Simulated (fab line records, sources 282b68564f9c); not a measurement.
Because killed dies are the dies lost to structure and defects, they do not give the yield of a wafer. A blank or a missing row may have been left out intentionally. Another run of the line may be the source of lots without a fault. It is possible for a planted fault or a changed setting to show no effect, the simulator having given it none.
Problem report, 8D (eight disciplines) form, completed by code -- flow rit-cmos -- the parts of the form that need people (team, actions taken, sign-off) are left out

1. THE ISSUE
Wafers without a fault read 34.56 W, standard deviation 0.052; heater-power-total-W at RIT_PLDD_SOFTBAKE_02 reads a mean of 33.51 W on 9 wafers belonging to 3 lots. Measured from the usual mean, that is -20 standard deviations.
The step: time 60 s.
First seen on wafer L872.3, day 3 15:46, on litho-track-02. The record has a number at this step for 21 wafers belonging to 7 lots. The rule behind "out" and "out of limits": a value lying over 4 standard deviations away from the usual mean. The rest of the wafers with a number are treated as sound.

2. WHAT IT IS, WHAT IT ISN'T
question,is,is not
which readings at this step,"heater-power-total-W, plate-temp-C",-
which lots,"L872, L874, L875","L869, L880, L882, L887"
which wafers of those lots,all that have a number,-
read on which tools,litho-track-02,litho-track-01
when,from day 3 15:46,"up to then (3 sound wafers); but 9 sound wafers of L880, L882, L887 came after"

3. WHAT RULES OUT EACH SUSPECT
Counting: any tool at a process step up to the reading is kept as a suspect provided that every lot that is out went through it and no sound lot did after the first of them.
- litho-track-02 at RIT_PLDD_SOFTBAKE_02 (time 60 s): kept. All lots that are out passed through it, beginning with L872 at day 3 15:46, and no sound lot followed; its final sound lot before that point was L869 at day 3 01:40. Out on those wafers are its own readings of heater-power-total-W, plate-temp-C.
The count leaves litho-track-02 at RIT_PLDD_SOFTBAKE_02.

4. THE CAUSE (what the simulator had put in)
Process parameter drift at RIT_PLDD_SOFTBAKE_02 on litho-track-02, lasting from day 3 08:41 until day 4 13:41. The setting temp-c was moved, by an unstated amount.
The count eliminated every tool but this one.

5. SEQUENCE OF EFFECTS, ordered by route
Each row: a reading whose mean over the struck wafers that have a number lies more than 3 standard deviations from the usual. Scope: only readings with a usual standard deviation given in the record; hours: median across lots of the time from each lot's start at the first step in this table that gives one to its start at this step; sigmas: change in usual standard deviations.
hours,step,reading,usual,on struck wafers,change,sigmas
0,RIT_PLDD_SOFTBAKE_02,heater-power-total-W,34.56 W,33.51,-1.05,-20
0,RIT_PLDD_SOFTBAKE_02,plate-temp-C,90.02 C,88.06,-1.96,-14
Its process steps:
- RIT_PLDD_SOFTBAKE_02: time 60 s.
At these later measuring or inspecting steps, every struck wafer for which the step has a row has a number for every such reading, and none has moved that far: RIT_PLDD_OVL_MEAS_06.

6. WHAT WOULD HAVE CAUGHT IT SOONER
In this record the first reading out of limits was taken at day 3 15:46, 7 hours after the fault began at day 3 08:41.
